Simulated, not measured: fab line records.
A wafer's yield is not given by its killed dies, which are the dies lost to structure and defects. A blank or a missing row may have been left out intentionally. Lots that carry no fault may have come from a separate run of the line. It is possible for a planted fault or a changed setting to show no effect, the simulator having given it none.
Which tool did it? / flow berkeley_cmos170 / 10 lots, 30 wafers sampled, at 5 steps of a route of 331

WHAT EACH GAUGE READ, for each wafer
UCB170_NWELL_THK_MEAS_05. Usual: NWELL_NITRIDE_THK 224.5 nm, standard deviation 1.9.
lot=L751; measured=day 2 07:28; on=film_metro-02; NWELL_NITRIDE_THK (nm)=225.9 226.7 226.9; flag=
lot=L752; measured=day 2 18:35; on=film_metro-01; NWELL_NITRIDE_THK (nm)=224.6 225.1 225.7; flag=
lot=L763; measured=day 4 20:32; on=film_metro-04; NWELL_NITRIDE_THK (nm)=227.9 224.7 225.6; flag=
lot=L762; measured=day 4 20:34; on=film_metro-01; NWELL_NITRIDE_THK (nm)=226.3 225.2 225.1; flag=
lot=L764; measured=day 5 07:44; on=film_metro-02; NWELL_NITRIDE_THK (nm)=225.6 226.7 223.0; flag=
lot=L766; measured=day 5 19:08; on=film_metro-02; NWELL_NITRIDE_THK (nm)=226.5 227.2 226.8; flag=
lot=L765; measured=day 5 19:09; on=film_metro-04; NWELL_NITRIDE_THK (nm)=224.4 222.1 221.9; flag=
lot=L767; measured=day 6 01:07; on=film_metro-02; NWELL_NITRIDE_THK (nm)=227.2 226.9 225.7; flag=
lot=L771; measured=day 6 16:01; on=film_metro-04; NWELL_NITRIDE_THK (nm)=225.4 224.0 225.7; flag=
lot=L772; measured=day 6 16:01; on=film_metro-02; NWELL_NITRIDE_THK (nm)=221.9 223.5 219.3; flag=

UCB170_NWELL_OVL_MEAS_12. Usual: NWELL_OVL -1 nm, standard deviation 5.9.
lot=L751; measured=day 2 08:50; on=overlay-02; NWELL_OVL (nm)=-16 -11 -1; flag=
lot=L752; measured=day 2 19:37; on=overlay-01; NWELL_OVL (nm)=2 -1 2; flag=
lot=L763; measured=day 4 21:55; on=overlay-02; NWELL_OVL (nm)=2 2 7; flag=
lot=L762; measured=day 4 21:47; on=overlay-01; NWELL_OVL (nm)=-6 -4 0; flag=
lot=L764; measured=day 5 08:38; on=overlay-01; NWELL_OVL (nm)=2 1 -1; flag=
lot=L766; measured=day 5 20:24; on=overlay-01; NWELL_OVL (nm)=-3 3 -7; flag=
lot=L765; measured=day 5 20:28; on=overlay-02; NWELL_OVL (nm)=6 8 7; flag=
lot=L767; measured=day 6 03:03; on=overlay-02; NWELL_OVL (nm)=12 10 13; flag=
lot=L771; measured=day 6 17:19; on=overlay-01; NWELL_OVL (nm)=-5 6 4; flag=
lot=L772; measured=day 6 17:02; on=overlay-02; NWELL_OVL (nm)=0 -12 -4; flag=

UCB170_PWELL_TW_MEAS_17. Usual: PWELL_TW 380, standard deviation 3.2.
lot=L751; measured=day 3 02:53; on=film_metro-01; PWELL_TW=383 383 383; flag=
lot=L752; measured=day 3 17:14; on=film_metro-03; PWELL_TW=376 377 374; flag=
lot=L763; measured=day 6 01:22; on=film_metro-03; PWELL_TW=379 378 376; flag=
lot=L762; measured=day 6 01:11; on=film_metro-03; PWELL_TW=375 377 376; flag=
lot=L764; measured=day 6 07:01; on=film_metro-03; PWELL_TW=377 377 377; flag=
lot=L766; measured=day 6 14:02; on=film_metro-01; PWELL_TW=386 385 384; flag=
lot=L765; measured=day 6 14:08; on=film_metro-02; PWELL_TW=386 383 387; flag=
lot=L767; measured=day 7 03:17; on=film_metro-02; PWELL_TW=381 381 381; flag=
lot=L771; measured=day 7 16:26; on=film_metro-01; PWELL_TW=385 384 384; flag=
lot=L772; measured=day 7 11:05; on=film_metro-01; PWELL_TW=384 383 383; flag=

UCB170_SDANNEAL_RS_MEAS_04: measures by four-point-probe. Usual: PLDD_RS 1030.7 ohm/sq, standard deviation 2.7.
lot=L751; measured=day 8 09:20; on=film_metro-04; PLDD_RS (ohm/sq)=1028.0 1029.3 1027.3; flag=
lot=L752; measured=day 8 09:19; on=film_metro-03; PLDD_RS (ohm/sq)=1031.4 1032.4 1033.3; flag=
lot=L763; measured=day 10 20:40; on=film_metro-04; PLDD_RS (ohm/sq)=1087.4 1064.6 1043.2; flag=OFF
lot=L762; measured=day 10 20:20; on=film_metro-03; PLDD_RS (ohm/sq)=1120.3 1122.0 1114.8; flag=OFF
lot=L764; measured=day 11 02:11; on=film_metro-04; PLDD_RS (ohm/sq)=1090.4 1078.2 1039.2; flag=OFF
lot=L766; measured=day 11 15:58; on=film_metro-03; PLDD_RS (ohm/sq)=1032.0 1029.4 1030.1; flag=
lot=L765; measured=day 11 16:35; on=film_metro-03; PLDD_RS (ohm/sq)=1030.4 1029.6 1031.9; flag=
lot=L767; measured=day 11 16:05; on=film_metro-04; PLDD_RS (ohm/sq)=1032.1 1036.5 1029.8; flag=
lot=L771; measured=day 12 06:01; on=film_metro-02; PLDD_RS (ohm/sq)=1031.7 1033.5 1030.8; flag=
lot=L772; measured=day 12 06:25; on=film_metro-04; PLDD_RS (ohm/sq)=1029.6 1032.9 1029.7; flag=

TOOL THAT RAN EACH LOT (tool first, then ch and the chambers of the sampled wafers, then the start)
lot=L751; UCB170_SPACER_ANNEAL_02=furnace-01 ch 0, day 7 21:34
lot=L752; UCB170_SPACER_ANNEAL_02=furnace-01 ch 0, day 7 21:34
lot=L763; UCB170_SPACER_ANNEAL_02=furnace-02 ch 0, day 10 12:56
lot=L762; UCB170_SPACER_ANNEAL_02=furnace-02 ch 0, day 10 12:56
lot=L764; UCB170_SPACER_ANNEAL_02=furnace-02 ch 0, day 10 19:41
lot=L766; UCB170_SPACER_ANNEAL_02=furnace-04 ch 0, day 11 08:36
lot=L765; UCB170_SPACER_ANNEAL_02=furnace-04 ch 0, day 11 08:36
lot=L767; UCB170_SPACER_ANNEAL_02=furnace-04 ch 0, day 11 08:36
lot=L771; UCB170_SPACER_ANNEAL_02=furnace-01 ch 0, day 11 23:19
lot=L772; UCB170_SPACER_ANNEAL_02=furnace-01 ch 0, day 11 23:19
- UCB170_SPACER_ANNEAL_02: time 1800 s.

AS READ BY THE TOOLS THEMSELVES (means over the sampled wafers that have a number; for cases with no such wafer, the mark the record gives instead)
UCB170_SPACER_ANNEAL_02. Usual: spike_tc_centre_C 903.2 C, standard deviation 1.2; tube_center_temp_C_max 902.3, standard deviation 0.36; zone_power_centre_pct 42.3 %, standard deviation 2.5.
lot=L751; tool=furnace-01; spike_tc_centre_C (C)=903.7; tube_center_temp_C_max=902.4; zone_power_centre_pct (%)=45.1; flag=
lot=L752; tool=furnace-01; spike_tc_centre_C (C)=902.3; tube_center_temp_C_max=902.2; zone_power_centre_pct (%)=44.4; flag=
lot=L763; tool=furnace-02; spike_tc_centre_C (C)=868.8; tube_center_temp_C_max=902.1; zone_power_centre_pct (%)=27.9; flag=OFF
lot=L762; tool=furnace-02; spike_tc_centre_C (C)=869.5; tube_center_temp_C_max=902.4; zone_power_centre_pct (%)=27.6; flag=OFF
lot=L764; tool=furnace-02; spike_tc_centre_C (C)=868.7; tube_center_temp_C_max=902.2; zone_power_centre_pct (%)=27.4; flag=OFF
lot=L766; tool=furnace-04; spike_tc_centre_C (C)=902.9; tube_center_temp_C_max=902.4; zone_power_centre_pct (%)=37.9; flag=
lot=L765; tool=furnace-04; spike_tc_centre_C (C)=902.3; tube_center_temp_C_max=902.3; zone_power_centre_pct (%)=37.9; flag=
lot=L767; tool=furnace-04; spike_tc_centre_C (C)=902.7; tube_center_temp_C_max=902.0; zone_power_centre_pct (%)=38.2; flag=
lot=L771; tool=furnace-01; spike_tc_centre_C (C)=902.6; tube_center_temp_C_max=902.3; zone_power_centre_pct (%)=44.6; flag=
lot=L772; tool=furnace-01; spike_tc_centre_C (C)=902.2; tube_center_temp_C_max=901.9; zone_power_centre_pct (%)=44.7; flag=

THE ANSWER, worked out from the rows above alone
Rule: a lot is off if the mean of its wafers that have a number lies more than 3 standard deviations from the usual mean. A lot without any number at a reading at which 4 lots or more have one is off too. All remaining lots with rows at the step are treated as sound. After the gauges, taken in route order, come the tools' own readings; for these a lot's mean is taken, as printed above. At the first step where some lot is off, the reading lying furthest off is the one used; lots without a number count as furthest.
Off: at UCB170_SDANNEAL_RS_MEAS_04 (PLDD_RS), L763, L762, L764.
A tool fits if, at a process step before that reading, it ran every lot that is off, and no sound lot after the first of them. Not tried: the gauges at UCB170_SDANNEAL_RS_MEAS_04; whatever is off there is also off at UCB170_SPACER_ANNEAL_02, on other tools, and gauge error can't account for it. One fits: UCB170_SPACER_ANNEAL_02 on furnace-02. It ran no sound lot before its first lot that is off in this sample, so the start can't be narrowed down.
The tool's own readings at UCB170_SPACER_ANNEAL_02 bear it out: on the lots that are off they differ by more than 5 times the standard deviation of the sound lots' means. spike_tc_centre_C reads 869.0 C there against 902.7 C on the sound lots.

WHAT WAS PUT IN BY THE SIMULATOR
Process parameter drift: furnace-02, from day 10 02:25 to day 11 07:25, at UCB170_SPACER_ANNEAL_02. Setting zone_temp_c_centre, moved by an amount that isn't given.
Struck lots among those shown: L763, L762, L764. The rule given above showed the same thing.
